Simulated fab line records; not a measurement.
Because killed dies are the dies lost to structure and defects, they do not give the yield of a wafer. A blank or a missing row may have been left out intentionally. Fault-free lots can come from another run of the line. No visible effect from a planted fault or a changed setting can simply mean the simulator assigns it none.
fab line records	flow berkeley_cmos170
record lots=5	wafers=23
route steps=331 shown ZERO@7 NWELL@24 PWELL@39 WELLDRIVE@56 ACTIVE@68 PFIELD@80
start_h: the number of hours between the record's first day and the start of the first shown wafer of the lot	wait_h: hours elapsed since this lot's preceding step	" same as the row above	L1.1+2: a row that stands for several wafers	- no value, or no start was given	* or withheld: withheld	< > ~ a bound
route shown NAME@n: names a module that has steps shown in the file, with the first one's number in the route	usual: mean and standard deviation over wafers with no fault	same: alike in all rows	chamber/n: place in a boat	sites: readings site by site	_std_site: how widely they spread, as a standard deviation	_edge_site: mean of outer sites minus mean of inner sites	radius_mm: how far each site lies from the wafer's centre	mask NAME#n: copy n	behind: the tool/chamber that last shaped the wafer	hold: why the lot went on hold/how many hours it stayed there/how the hold came to an end	device: names the non-switching transistor (n, p or np)	end of line: the route-end tests of the same wafers	a step with no rows: only its recipe	killed: count of dies lost to structure and defects at first sort (not the wafer's yield)	map: a wafer's dies, marking killed ones x, the rest . and places with no die _
set.NAME: setting as actually run; set.NAME@STEP: the setting as run at that earlier step	model.NAME: the simulator's own value behind a step, which no gauge read
lots run with intentionally changed settings; tables by step, rows by wafer
## steps
# step UCB170_ZERO_COAT_01
# recipe resist=KrF	spin_rpm=1500	resist_thk_nm=900
lot.wafer	tool	chamber	start_h	wait_h	set.resist_thk_nm	model.KrF_of_ZERO_COAT_01.thk_nm
L075.1	litho_track-04	0	22.59	0.1	900	904.7
L075.2	"	0	"	"	882	886.1
L075.3	"	0	"	"	882	884.3
L075.4	"	0	"	"	900	904
L075.5	"	0	"	"	882	882.3
L077.2	litho_track-02	0	35.42	0.1	922.7	925
L077.3	"	0	"	"	900	900.8
L077.4	"	0	"	"	900	901.3
L077.5	"	0	"	"	922.7	921.4
L077.6	"	0	"	"	900	900.4
L081.1	litho_track-02	0	56.33	0.1	900	901.5
L081.2	"	0	"	"	900	902.3
L081.3	"	0	"	"	900	900.5
L083.1	litho_track-02	0	70.63	0.1	900	898.3
L083.2	"	0	"	"	900	898.2
L083.3	"	0	"	"	900	896.2
L083.5	"	0	"	"	900	898
L083.6	"	0	"	"	900	898.8
L085.1	litho_track-01	0	75.35	0.1	847	845.7
L085.2	"	0	"	"	847	845.5
L085.3	"	0	"	"	847	844.1
L085.4	"	0	"	"	900	895.5
L085.5	"	0	"	"	900	897.6
# step UCB170_ZERO_ETCH_06
# recipe chemistry=CHF3/CF4/Ar	target=SiO2	time_s=12	pressure_mtorr=100	rf_w=500	CHF3_flow_sccm=50	cf4_flow_sccm=10	Ar_flow_sccm=120	over_etch_frac=1.58
# usual oes_product_au=0.613/0.0096
lot.wafer	tool	chamber	start_h	wait_h	set.over_etch_frac	oes_product_au
L075.1	rie_diel-04	0	23.28	-	1.58	0.592
L075.2	"	3	"	"	1.58	0.623
L075.3	"	1	"	"	1.58	0.622
L075.4	"	2	"	"	1.58	0.609
L075.5	"	2	"	"	1.58	0.601
L077.2	rie_diel-01	0	36.09	-	1.58	0.610
L077.3	"	2	"	"	1.58	0.610
L077.4	"	1	"	"	1.58	0.608
L077.5	"	2	"	"	1.58	0.608
L077.6	"	3	"	"	1.58	0.618
L081.1	rie_diel-01	1	57.35	-	1.58	0.608
L081.2	"	0	"	"	1.58	0.611
L081.3	"	3	"	"	1.58	0.615
L083.1	rie_diel-04	3	71.32	-	1.58	0.623
L083.2	"	2	"	"	1.922	0.588
L083.3	"	0	"	"	1.922	0.570
L083.5	"	3	"	"	1.922	0.585
L083.6	"	2	"	"	1.58	0.603
L085.1	rie_diel-04	3	76.65	-	1.216	0.666
L085.2	"	2	"	"	1.58	0.620
L085.3	"	0	"	"	1.58	0.601
L085.4	"	1	"	"	1.216	0.667
L085.5	"	3	"	"	1.58	0.619
# step UCB170_ZERO_STRIP_07
# recipe chemistry=O2	power_w=400	pressure_mtorr=3500	platen_temp_c=withheld	o2_flow_sccm=400	overash_fraction=0.5
# usual strip_time_to_endpoint_s=21.48/0.054
lot.wafer	tool	chamber	start_h	wait_h	set.resist_thk_nm@ZERO_COAT_01	strip_time_to_endpoint_s
L075.1	plasma_asher-02	0	23.31	0.0	900	21.59
L075.2	"	1	"	"	882	21.13
L075.3	"	0	"	"	882	21.11
L075.4	"	1	"	"	900	21.59
L075.5	"	1	"	"	882	21.04
L077.2	plasma_asher-03	0	36.11	0.0	922.7	22.09
L077.3	"	0	"	"	900	21.50
L077.4	"	1	"	"	900	21.50
L077.5	"	0	"	"	922.7	22.01
L077.6	"	1	"	"	900	21.51
L081.1	plasma_asher-02	1	57.37	0.0	900	21.53
L081.2	"	0	"	"	900	21.53
L081.3	"	0	"	"	900	21.48
L083.1	plasma_asher-03	0	71.35	0.0	900	21.46
L083.2	"	1	"	"	900	21.39
L083.3	"	0	"	"	900	21.34
L083.5	"	0	"	"	900	21.38
L083.6	"	1	"	"	900	21.47
L085.1	plasma_asher-02	0	76.67	0.0	847	20.23
L085.2	"	1	"	"	847	20.16
L085.3	"	0	"	"	847	20.13
L085.4	"	1	"	"	900	21.44
L085.5	"	0	"	"	900	21.42
# step UCB170_NWELL_PEB_10
# recipe peb_temp_c=130	peb_time_s=withheld	resist=KrF
lot.wafer	tool	chamber	start_h	wait_h	set.peb_temp_c
L075.1+2+3+4+5	litho_track-03	0	37.38	0.1	130
L077.2+4+5	litho_track-04	0	47.82	0.8	131.1
L077.3+6	"	0	"	"	130
L081.1+2+3	litho_track-04	0	69.21	0.1	130
L085.1+2	litho_track-02	0	89.55	1.0	130
L085.3+4+5	"	0	"	"	128.3
L083.1+5	litho_track-03	0	89.73	1.0	132.8
L083.2+3+6	"	0	"	"	130
# step UCB170_NWELL_DEVELOP_11
# recipe developer=TMAH	develop_time_s=45	resist=KrF	dev_temp_c=21
# step UCB170_NWELL_ETCH_13
# recipe chemistry=CH3F/Ar/O2	target=Si3N4	stop_on=SiO2	CH3F_flow_sccm=20	Ar_flow_sccm=50	O2_flow_sccm=7	pressure_mtorr=50	rf_w=450	target_depth_a=2464	over_etch_frac=0.1	time_s=154
lot.wafer	tool	chamber	start_h	wait_h	set.peb_temp_c@NWELL_PEB_10	model.NWELL.cd_nm
L075.1	rie_diel-03	0	37.70	0.0	130	-
L075.2+3+5	"	1,3,1	"	"	130	3002
L075.4	"	2	"	"	130	3004
L077.2+5	rie_diel-02	3	48.11	0.0	131.1	3006
L077.3	"	0	"	"	130	3000
L077.4	"	1	"	"	131.1	3007
L077.6	"	0	"	"	130	2999
L081.1+3	rie_diel-01	1,3	69.52	0.0	130	3002
L081.2	"	0	"	"	130	3001
L085.1	rie_diel-01	0	89.86	0.0	130	2999
L085.2	"	1	"	"	130	3000
L085.3+4	"	3,2	"	"	128.3	2988
L085.5	"	3	"	"	128.3	2987
L083.1+5	rie_diel-03	0	90.04	0.0	132.8	3015
L083.2	"	2	"	"	130	2999
L083.3	"	3	"	"	130	3001
L083.6	"	3	"	"	130	2998
# step UCB170_PWELL_CVD_05
# recipe material=Si3N4	target_thk_nm=220	temp_c=800	precursor=SiH2Cl2/NH3	time_s=3300	pressure_mtorr=200	sih2cl2_flow_sccm=25	nh3_flow_sccm=75
lot.wafer	tool	chamber	start_h	wait_h	set.temp_c	model.Si3N4_of_PWELL_CVD_05.thk_nm
L075.1	-	-	-	0.0	815.3	289.4
L075.2	"	-	"	"	815.3	290
L075.3	"	-	"	"	815.3	288
L075.4	"	-	"	"	815.3	289.1
L075.5	"	-	"	"	815.3	288.1
L077.2	-	-	-	0.0	800	221.5
L077.3+5	"	-	"	"	800	222.4
L077.4	"	-	"	"	800	224.8
L077.6	"	-	"	"	800	221.6
L081.1	lpcvd-01	0	87.85	1.5	800	219.4
L081.2	"	0	"	"	800	218.9
L081.3	"	0	"	"	800	218.5
L083.1	-	-	-	1.1	819.5	312.6
L083.2+6	"	-	"	"	819.5	313
L083.3	"	-	"	"	819.5	311.8
L083.5	"	-	"	"	819.5	314.6
L085.1	-	-	-	1.1	800	214.5
L085.2	"	-	"	"	800	215.9
L085.3+4	"	-	"	"	800	215.4
L085.5	"	-	"	"	800	215.1
# step UCB170_PWELL_THK_MEAS_06
# recipe reads=Si3N4_of_PWELL_CVD_05
# usual PWELL_NITRIDE_THK=219.8/2
lot.wafer	tool	chamber	start_h	wait_h	set.temp_c@PWELL_CVD_05	PWELL_NITRIDE_THK[nm]
L075.1	film_metro-01	-	-	-	815.3	289.4
L075.2	"	-	"	"	815.3	289.9
L075.3	"	-	"	"	815.3	288.1
L075.4	"	-	"	"	815.3	289.0
L075.5	"	-	"	"	815.3	288.3
L077.2	film_metro-02	-	-	-	800	221.2
L077.3	"	-	"	"	800	222.4
L077.4	"	-	"	"	800	224.9
L077.5	"	-	"	"	800	222.4
L077.6	"	-	"	"	800	221.6
L081.1	film_metro-02	-	89.77	0.0	800	219.6
L081.2	"	-	"	"	800	219.0
L081.3	"	-	"	"	800	218.5
L083.1	film_metro-01	-	-	-	819.5	312.9
L083.2	"	-	"	"	819.5	312.8
L083.3	"	-	"	"	819.5	311.8
L083.5	"	-	"	"	819.5	314.7
L083.6	"	-	"	"	819.5	313.0
L085.1	film_metro-04	-	-	-	800	214.4
L085.2	"	-	"	"	800	216.0
L085.3	"	-	"	"	800	215.2
L085.4	"	-	"	"	800	215.5
L085.5	"	-	"	"	800	215.1
# step UCB170_PWELL_HMDS_07
# recipe prime_time_s=60	prime_temp_c=100
# step UCB170_PWELL_COAT_08
# recipe resist=KrF	spin_rpm=1500	resist_thk_nm=900
# step UCB170_PWELL_DEVELOP_12
# recipe developer=TMAH	develop_time_s=45	resist=KrF	dev_temp_c=21
# step UCB170_PWELL_ETCH_14
# recipe chemistry=CH3F/Ar/O2	target=Si3N4	stop_on=SiO2	CH3F_flow_sccm=20	Ar_flow_sccm=50	O2_flow_sccm=7	pressure_mtorr=50	rf_w=450	target_depth_a=2420	over_etch_frac=0.1	time_s=151
lot.wafer	tool	chamber	start_h	wait_h	set.temp_c@PWELL_CVD_05	model.etch.depth_nm
L075.1	rie_diel-04	1	55.95	0.0	815.3	239.6
L075.2+3+4	"	2,2,1	"	"	815.3	-
L075.5	"	1	"	"	815.3	240.6
L077.2+4	rie_diel-04	3,1	70.52	0.0	800	-
L077.3+5	"	2,1	"	"	800	222.4
L077.6	"	2	"	"	800	221.6
L081.1	rie_diel-03	0	92.67	0.0	800	219.4
L081.2	"	3	"	"	800	218.9
L081.3	"	2	"	"	800	218.5
L085.1	rie_diel-04	0	106.11	0.0	800	214.5
L085.2+4	"	2,1	"	"	800	-
L085.3	"	3	"	"	800	215.4
L085.5	"	2	"	"	800	215.1
L083.1	rie_diel-02	2	106.13	0.0	819.5	241.8
L083.2+3	"	3,1	"	"	819.5	-
L083.5	"	1	"	"	819.5	238.2
L083.6	"	3	"	"	819.5	243.5
# step UCB170_WELLDRIVE_OXIDATION_01
# recipe temp_c=1100	ambient=O2	target_thk_a=1990	ox_time_s=9000
lot.wafer	tool	chamber	start_h	wait_h	set.ox_time_s	model.SiO2_of_WELLDRIVE_OXIDATION_01.thk_nm
L075.1	-	-	-	0.5	8249	183.8
L075.2	"	-	"	"	8249	184.4
L075.3	"	-	"	"	8249	185.9
L075.4	"	-	"	"	8249	185.8
L075.5	"	-	"	"	8249	184.9
L077.2	-	-	-	5.8	9882	206.8
L077.3	"	-	"	"	9882	208.2
L077.4	"	-	"	"	9882	205.5
L077.5	"	-	"	"	9882	205.3
L077.6	"	-	"	"	9882	205.6
L081.1+3	furnace-02	0	102.12	2.7	9000	198.9
L081.2	"	0	"	"	9000	195.3
L083.1	-	-	-	2.3	9000	195.8
L083.2	"	-	"	"	9000	192.7
L083.3	"	-	"	"	9000	194.5
L083.5	"	-	"	"	9000	195.1
L083.6	"	-	"	"	9000	196.6
L085.1	-	-	-	2.3	9690	207.4
L085.2	"	-	"	"	9690	208.7
L085.3	"	-	"	"	9690	210.4
L085.4	"	-	"	"	9690	211
L085.5	"	-	"	"	9690	206.1
# step UCB170_WELLDRIVE_THK_MEAS_02
# recipe reads=SiO2_of_WELLDRIVE_OXIDATION_01
# usual WELLDRIVE_OXIDE_THK=199/4.5
lot.wafer	tool	chamber	start_h	wait_h	set.ox_time_s@WELLDRIVE_OXIDATION_01	WELLDRIVE_OXIDE_THK[nm]
L075.1	film_metro-01	-	-	-	8249	184
L075.2	"	-	"	"	8249	184
L075.3	"	-	"	"	8249	186
L075.4	"	-	"	"	8249	185
L075.5	"	-	"	"	8249	185
L077.2	film_metro-01	-	-	-	9882	207
L077.3	"	-	"	"	9882	208
L077.4	"	-	"	"	9882	205
L077.5	"	-	"	"	9882	205
L077.6	"	-	"	"	9882	206
L081.1	film_metro-02	-	105.62	0.0	9000	199
L081.2	"	-	"	"	9000	195
L081.3	"	-	"	"	9000	199
L083.1	film_metro-03	-	-	-	9000	196
L083.2	"	-	"	"	9000	193
L083.3	"	-	"	"	9000	195
L083.5	"	-	"	"	9000	195
L083.6	"	-	"	"	9000	197
L085.1	film_metro-01	-	-	-	9690	207
L085.2	"	-	"	"	9690	209
L085.3	"	-	"	"	9690	210
L085.4	"	-	"	"	9690	211
L085.5	"	-	"	"	9690	206
# step UCB170_ACTIVE_COAT_08
# recipe resist=KrF	spin_rpm=1500	resist_thk_nm=900
lot.wafer	tool	chamber	start_h	wait_h	set.resist_thk_nm	model.KrF_of_ACTIVE_COAT_08.thk_nm
L075.1	litho_track-03	0	90.16	0.1	847.8	850.2
L075.2	"	0	"	"	900	898.2
L075.3	"	0	"	"	900	900.6
L075.4	"	0	"	"	900	903.9
L075.5	"	0	"	"	847.8	849.7
L077.2	litho_track-04	0	103.35	0.1	900	900.4
L077.3	"	0	"	"	900	901.4
L077.4	"	0	"	"	900	899
L077.5	"	0	"	"	900	901.6
L077.6	"	0	"	"	900	900
L081.1	litho_track-03	0	123.59	0.1	900	902.7
L081.2	"	0	"	"	900	900.7
L081.3	"	0	"	"	900	903.3
L083.1	litho_track-01	0	134.21	0.1	900	895.1
L083.2	"	0	"	"	900	896.7
L083.3	"	0	"	"	936.5	932.7
L083.5	"	0	"	"	936.5	931.5
L083.6	"	0	"	"	936.5	934.3
L085.1	litho_track-04	0	134.54	0.1	951.3	949.2
L085.2	"	0	"	"	951.3	951.7
L085.3	"	0	"	"	900	897.6
L085.4	"	0	"	"	951.3	947.4
L085.5	"	0	"	"	900	897.1
# step UCB170_ACTIVE_SOFTBAKE_09
# recipe resist=KrF	temp_c=130	time_s=60
# step UCB170_ACTIVE_EXPOSE_10
# recipe mask_id=ACTIVE	target_cd_nm=1200	na=0.5	sigma_outer=0.6	source_shape=conventional	dose_mj=20
# step UCB170_ACTIVE_PEB_11
# recipe peb_temp_c=130	peb_time_s=withheld	resist=KrF
# step UCB170_ACTIVE_DEVELOP_12
# recipe developer=TMAH	develop_time_s=45	resist=KrF	dev_temp_c=21
# step UCB170_ACTIVE_CD_MEAS_13
# recipe target_cd_nm=1200
# usual cd_nm=1198.9/1.1
lot.wafer	tool	chamber	start_h	wait_h	set.resist_thk_nm@ACTIVE_COAT_08	cd_nm
L075.1	cd_sem-01	-	92.16	-	847.8	1195.5
L075.2	"	-	"	"	900	1197.3
L075.3	"	-	"	"	900	1197.6
L075.4	"	-	"	"	900	1197.4
L075.5	"	-	"	"	847.8	1194.7
L077.2	cd_sem-01	-	104.12	-	900	1198.7
L077.3	"	-	"	"	900	1198.3
L077.4	"	-	"	"	900	1198.1
L077.5	"	-	"	"	900	1199.1
L077.6	"	-	"	"	900	1198.5
L081.1	cd_sem-01	-	125.03	-	900	1199.0
L081.2	"	-	"	"	900	1198.5
L081.3	"	-	"	"	900	1199.3
L083.1	cd_sem-01	-	135.57	-	900	1198.9
L083.2	"	-	"	"	900	1198.8
L083.3	"	-	"	"	936.5	1199.8
L083.5	"	-	"	"	936.5	1201.4
L083.6	"	-	"	"	936.5	1201.4
L085.1	cd_sem-01	-	135.69	-	951.3	1201.1
L085.2	"	-	"	"	951.3	1201.4
L085.3	"	-	"	"	900	1198.3
L085.4	"	-	"	"	951.3	1200.7
L085.5	"	-	"	"	900	1196.9
# step UCB170_ACTIVE_ETCH_15
# recipe chemistry=CH3F/Ar/O2	target=Si3N4	stop_on=SiO2	CH3F_flow_sccm=20	Ar_flow_sccm=50	O2_flow_sccm=7	pressure_mtorr=50	rf_w=450	target_depth_a=2420	over_etch_frac=0.1	time_s=151
lot.wafer	tool	chamber	start_h	wait_h	set.resist_thk_nm@ACTIVE_COAT_08	model.KrF_of_ACTIVE_COAT_08.thk_nm
L075.1	rie_diel-01	3	92.32	0.0	847.8	675.8
L075.2	"	1	"	"	900	722.4
L075.3	"	0	"	"	900	724.6
L075.4	"	1	"	"	900	728.4
L075.5	"	3	"	"	847.8	675.5
L077.2	rie_diel-01	3	104.26	0.0	900	726.2
L077.3	"	1	"	"	900	725
L077.4	"	0	"	"	900	722.3
L077.5	"	0	"	"	900	725.3
L077.6	"	1	"	"	900	723.9
L081.1	rie_diel-01	0	125.18	0.0	900	726.8
L081.2	"	1	"	"	900	724
L081.3	"	3	"	"	900	728.9
L083.1	rie_diel-03	2	135.73	0.0	900	717.8
L083.2	"	2	"	"	900	719.2
L083.3	"	2	"	"	936.5	755.2
L083.5	"	2	"	"	936.5	753.7
L083.6	"	2	"	"	936.5	757.4
L085.1+2	rie_diel-04	2,0	135.85	0.0	951.3	775.6
L085.3	"	1	"	"	900	722.5
L085.4	"	3	"	"	951.3	767.7
L085.5	"	0	"	"	900	721.7
# step UCB170_ACTIVE_STRIP_16
# recipe chemistry=O2	power_w=400	pressure_mtorr=3500	platen_temp_c=withheld	o2_flow_sccm=400	overash_fraction=0.5
# usual strip_time_to_endpoint_s=18.07/0.089
lot.wafer	tool	chamber	start_h	wait_h	set.resist_thk_nm@ACTIVE_COAT_08	strip_time_to_endpoint_s
L075.1	plasma_asher-01	1	92.42	0.1	847.8	16.91
L075.2	"	0	"	"	900	18.03
L075.3	"	1	"	"	900	18.09
L075.4	"	0	"	"	900	18.17
L075.5	"	1	"	"	847.8	16.92
L077.2	plasma_asher-04	1	104.36	0.1	900	18.13
L077.3	"	1	"	"	900	18.11
L077.4	"	0	"	"	900	18.04
L077.5	"	0	"	"	900	18.11
L077.6	"	1	"	"	900	18.07
L081.1	plasma_asher-04	1	125.28	0.1	900	18.14
L081.2	"	0	"	"	900	18.07
L081.3	"	0	"	"	900	18.20
L085.1	plasma_asher-04	1	135.95	0.1	951.3	19.31
L085.2	"	0	"	"	951.3	19.31
L085.3	"	0	"	"	900	18.03
L085.4	"	1	"	"	951.3	19.12
L085.5	"	1	"	"	900	18.01
L083.1	plasma_asher-03	0	136.03	0.3	900	17.93
L083.2	"	1	"	"	900	17.97
L083.3	"	0	"	"	936.5	18.81
L083.5	"	0	"	"	936.5	18.80
L083.6	"	1	"	"	936.5	18.86
# step UCB170_ACTIVE_CD_MEAS_90
# recipe target_cd_nm=1200
# usual cd_nm=1198.9/1.1
lot.wafer	tool	chamber	start_h	wait_h	set.resist_thk_nm@ACTIVE_COAT_08	cd_nm
L075.1	cd_sem-01	-	94.58	2.1	847.8	1195.2
L075.2	"	-	"	"	900	1197.6
L075.3	"	-	"	"	900	1197.5
L075.4	"	-	"	"	900	1197.4
L075.5	"	-	"	"	847.8	1194.7
L077.2	cd_sem-01	-	104.48	0.1	900	1198.2
L077.3	"	-	"	"	900	1198.1
L077.4	"	-	"	"	900	1198.2
L077.5	"	-	"	"	900	1199.5
L077.6	"	-	"	"	900	1198.5
L081.1	cd_sem-01	-	125.51	0.2	900	1199.2
L081.2	"	-	"	"	900	1198.4
L081.3	"	-	"	"	900	1199.3
L085.1	cd_sem-01	-	136.17	0.2	951.3	1200.7
L085.2	"	-	"	"	951.3	1201.4
L085.3	"	-	"	"	900	1198.4
L085.4	"	-	"	"	951.3	1201.0
L085.5	"	-	"	"	900	1197.5
L083.1	cd_sem-01	-	136.29	0.2	900	1198.5
L083.2	"	-	"	"	900	1198.7
L083.3	"	-	"	"	936.5	1200.3
L083.5	"	-	"	"	936.5	1201.3
L083.6	"	-	"	"	936.5	1201.0
# step UCB170_PFIELD_COAT_01
# recipe resist=KrF	spin_rpm=1500	resist_thk_nm=900
lot.wafer	tool	chamber	start_h	wait_h	set.spin_rpm	model.KrF_of_PFIELD_COAT_01.thk_nm
L075.1	litho_track-04	0	96.12	0.1	1463	914.4
L075.2	"	0	"	"	1463	914.2
L075.3	"	0	"	"	1500	902.7
L075.4	"	0	"	"	1463	912.4
L075.5	"	0	"	"	1500	904.1
L077.2	litho_track-01	0	105.41	0.1	1600	872.7
L077.3	"	0	"	"	1600	870.2
L077.4+5	"	0	"	"	1500	899.7
L077.6	"	0	"	"	1500	902.5
L081.1	litho_track-01	0	126.29	0.1	1500	895.5
L081.2	"	0	"	"	1500	899.1
L081.3	"	0	"	"	1500	897.4
L085.1	litho_track-01	0	137.11	0.1	1389	930.5
L085.2	"	0	"	"	1500	896.2
L085.3	"	0	"	"	1500	894.5
L085.4	"	0	"	"	1389	931.1
L085.5	"	0	"	"	1389	930.9
L083.1	litho_track-02	0	137.24	0.1	1500	902.7
L083.2	"	0	"	"	1500	900.5
L083.3	"	0	"	"	1500	901.6
L083.5	"	0	"	"	1500	902
L083.6	"	0	"	"	1500	901.3
# step UCB170_PFIELD_IMPLANT_07
# recipe species=B	dose_cm2=2e+13	energy_kev=80	tilt_deg=7
lot.wafer	tool	chamber	start_h	wait_h	set.dose_cm2
L075.1+2+5	implanter-02	0	97.69	0.0	2e+13
L075.3+4	"	0	"	"	1.852e+13
L077.2+3+4+5+6	implanter-03	0	106.18	0.0	2e+13
L081.1+2+3	implanter-02	0	127.01	0.0	2e+13
L085.1+5	implanter-03	0	138.13	0.0	1.869e+13
L085.2+3+4	"	0	"	"	2e+13
L083.1+3	implanter-02	0	138.23	0.0	1.877e+13
L083.2+5+6	"	0	"	"	2e+13
# step UCB170_PFIELD_STRIP_08
# recipe chemistry=O2	power_w=400	pressure_mtorr=3500	platen_temp_c=withheld	o2_flow_sccm=400	overash_fraction=0.5
# usual strip_time_to_endpoint_s=21.64/0.067
lot.wafer	tool	chamber	start_h	wait_h	set.spin_rpm@PFIELD_COAT_01	strip_time_to_endpoint_s
L075.1	plasma_asher-02	1	97.84	0.1	1463	21.97
L075.2	"	0	"	"	1463	21.97
L075.3	"	0	"	"	1500	21.71
L075.4	"	1	"	"	1463	21.91
L075.5	"	1	"	"	1500	21.71
L077.2	plasma_asher-01	0	106.30	0.1	1600	20.97
L077.3	"	1	"	"	1600	20.91
L077.4	"	0	"	"	1500	21.61
L077.5	"	0	"	"	1500	21.60
L077.6	"	1	"	"	1500	21.70
L081.1	plasma_asher-03	0	127.16	0.1	1500	21.52
L081.2	"	1	"	"	1500	21.60
L081.3	"	1	"	"	1500	21.57
L085.1	plasma_asher-03	1	138.28	0.1	1389	22.37
L085.2	"	0	"	"	1500	21.53
L085.3	"	0	"	"	1500	21.49
L085.4	"	1	"	"	1389	22.36
L085.5	"	1	"	"	1389	22.37
L083.1	plasma_asher-02	0	138.38	0.1	1500	21.69
L083.2	"	1	"	"	1500	21.65
L083.3	"	1	"	"	1500	21.67
L083.5	"	0	"	"	1500	21.66
L083.6	"	1	"	"	1500	21.66
## key
split step=UCB170_ZERO_COAT_01	setting=resist_thk_nm	stated=900	by=wafer
response step=UCB170_ZERO_COAT_01	reading=model.KrF_of_ZERO_COAT_01.thk_nm	change=+8.87	per=1%	r=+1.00
response step=UCB170_ZERO_STRIP_07	reading=strip_time_to_endpoint_s	change=*	per=1%	r=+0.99
split step=UCB170_ZERO_ETCH_06	setting=over_etch_frac	stated=1.58	by=wafer
response step=UCB170_ZERO_ETCH_06	reading=oes_product_au	change=-0.00192	per=1%	r=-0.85
split step=UCB170_NWELL_PEB_10	setting=peb_temp_c	stated=130	by=wafer
response step=UCB170_NWELL_ETCH_13	reading=model.NWELL.cd_nm	change=+7.81	per=1%	r=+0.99
split step=UCB170_PWELL_CVD_05	setting=temp_c	stated=800	by=lot
response step=UCB170_PWELL_CVD_05	reading=model.Si3N4_of_PWELL_CVD_05.thk_nm	change=+37.9	per=1%	r=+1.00
response step=UCB170_PWELL_THK_MEAS_06	reading=PWELL_NITRIDE_THK	change=+37.9	per=1%	r=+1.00
response step=UCB170_PWELL_ETCH_14	reading=model.etch.depth_nm	change=+9.75	per=1%	r=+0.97
split step=UCB170_WELLDRIVE_OXIDATION_01	setting=ox_time_s	stated=9000	by=lot
response step=UCB170_WELLDRIVE_OXIDATION_01	reading=model.SiO2_of_WELLDRIVE_OXIDATION_01.thk_nm	change=+1.29	per=1%	r=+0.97
response step=UCB170_WELLDRIVE_THK_MEAS_02	reading=WELLDRIVE_OXIDE_THK	change=+1.3	per=1%	r=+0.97
split step=UCB170_ACTIVE_COAT_08	setting=resist_thk_nm	stated=900	by=wafer
response step=UCB170_ACTIVE_COAT_08	reading=model.KrF_of_ACTIVE_COAT_08.thk_nm	change=+8.98	per=1%	r=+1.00
response step=UCB170_ACTIVE_CD_MEAS_13	reading=cd_nm	change=+0.496	per=1%	r=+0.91
response step=UCB170_ACTIVE_ETCH_15	reading=model.KrF_of_ACTIVE_COAT_08.thk_nm	change=+8.8	per=1%	r=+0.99
response step=UCB170_ACTIVE_STRIP_16	reading=strip_time_to_endpoint_s	change=*	per=1%	r=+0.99
response step=UCB170_ACTIVE_CD_MEAS_90	reading=cd_nm	change=+0.506	per=1%	r=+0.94
split step=UCB170_PFIELD_COAT_01	setting=spin_rpm	stated=1500	by=wafer
response step=UCB170_PFIELD_COAT_01	reading=model.KrF_of_PFIELD_COAT_01.thk_nm	change=-4.58	per=1%	r=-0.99
response step=UCB170_PFIELD_STRIP_08	reading=strip_time_to_endpoint_s	change=*	per=1%	r=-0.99
split step=UCB170_PFIELD_IMPLANT_07	setting=dose_cm2	stated=2e+13	by=wafer
response none clear
